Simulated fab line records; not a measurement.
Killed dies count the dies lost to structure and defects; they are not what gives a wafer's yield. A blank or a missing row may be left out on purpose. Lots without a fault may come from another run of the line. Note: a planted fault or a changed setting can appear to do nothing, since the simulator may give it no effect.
Split-lot study ; flow berkeleyCmos170 ; 19 wafers read across 5 lots, on a route 331 steps long

THE SPLIT
At UCB170_M1_METAL_ETCH_12 (etches Al in Cl2/BCl3, stops on PSG, target depth 780 nm, time 130 s), the setting timeS was moved away from the recipe's 130 s on 7 of the 19 wafers read, by -11.8% to +4.5%. For the rest of the wafers, this setting stayed at what the recipe calls for.

The split's own step is where the reading is taken.

THE READING
KrF_of_M1_COAT_04.thkNm (the simulator's own value, which no gauge read), in nm, at UCB170_M1_METAL_ETCH_12 (etches Al in Cl2/BCl3, stops on PSG, target depth 780 nm, time 130 s). The file gives no usual value for it. Average 438.1 nm, standard deviation 10 nm, over the 12 wafers here run with the recipe.

wafer;tool, chamber at the split;timeS as run, s;against the recipe;KrF_of_M1_COAT_04.thkNm, nm;against lot-mates on the recipe
L074.2;rieMetal-03, 1;130;recipe;430.6;-
L074.3;rieMetal-03, 1;130;recipe;431.6;-
L074.4;rieMetal-03, 0;130;recipe;427.9;-
L078.1;rieMetal-01, 1;130;recipe;449.9;-
L078.3;rieMetal-01, 1;114.7;-11.8%;505.3;+55.4
L078.6;rieMetal-01, 0;114.7;-11.8%;497.8;+47.9
L077.1;rieMetal-02, 0;130;recipe;449.1;-
L077.2;rieMetal-02, 1;130;recipe;432.5;-
L077.3;rieMetal-02, 1;130;recipe;432.4;-
L077.4;rieMetal-02, 0;116.5;-10.4%;499;+61.0
L077.6;rieMetal-02, 1;116.5;-10.4%;477.8;+39.8
L079.1;rieMetal-03, 1;135.8;+4.5%;418.4;-18.5
L079.2;rieMetal-03, 0;135.8;+4.5%;420.8;-16.1
L079.4;rieMetal-03, 1;130;recipe;437.1;-
L079.5;rieMetal-03, 0;135.8;+4.5%;420.5;-16.4
L079.6;rieMetal-03, 1;130;recipe;436.7;-
L083.3;rieMetal-02, 0;130;recipe;450.3;-
L083.4;rieMetal-02, 1;130;recipe;423.7;-
L083.5;rieMetal-02, 0;130;recipe;455.9;-

FIT RESULTS
A straight line over all 19 wafers: KrF_of_M1_COAT_04.thkNm changes by -4.98 nm for each +1% of timeS; r = -0.94; the points scatter about the line by 9.5 nm.
The same after taking each lot's own level away (the mean of its wafers on the recipe; 19 wafers): -4.46 nm for each +1%; r = -0.95; scatter 8 nm.
The reading moves by 53 nm for the largest change in timeS, on that fit.
From 430.03 to 449.90 nm: that is the span of the lots' own levels, equal to 2.0 times the standard deviation above.
In other words, the slope is changed by the lot-to-lot level; the two fits disagree.
Check: for one of the wafers moved furthest among these (-11.8%), held out of the fit, the line's prediction against its lot-mates is +52.6 nm. It came out at +55.4 nm against them.

OTHER SPLITS ON THESE WAFERS
Other splits were also applied to these wafers ahead of the reading. Each is held against what the fit with the lots' levels taken away leaves over:
other split on the same wafers;wafers away from the commonest value;r with KrF_of_M1_COAT_04.thkNm (lot level and that fit taken away)
UCB170_NSD_PEB_04 pebTempC;5;-0.02
UCB170_BACKSIDE_COAT_01 spinRpm;3;-0.23
UCB170_SDANNEAL_RTA_01 timeS;5;+0.01
UCB170_CONTACT_CVD_01 tempC;11;-0.03
UCB170_M1_SPUTTER_00 powerW;0;-

THE FILE'S OWN FIT
KrF_of_M1_COAT_04.thkNm changes by -4.57 nm for each +1% of timeS, r = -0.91.
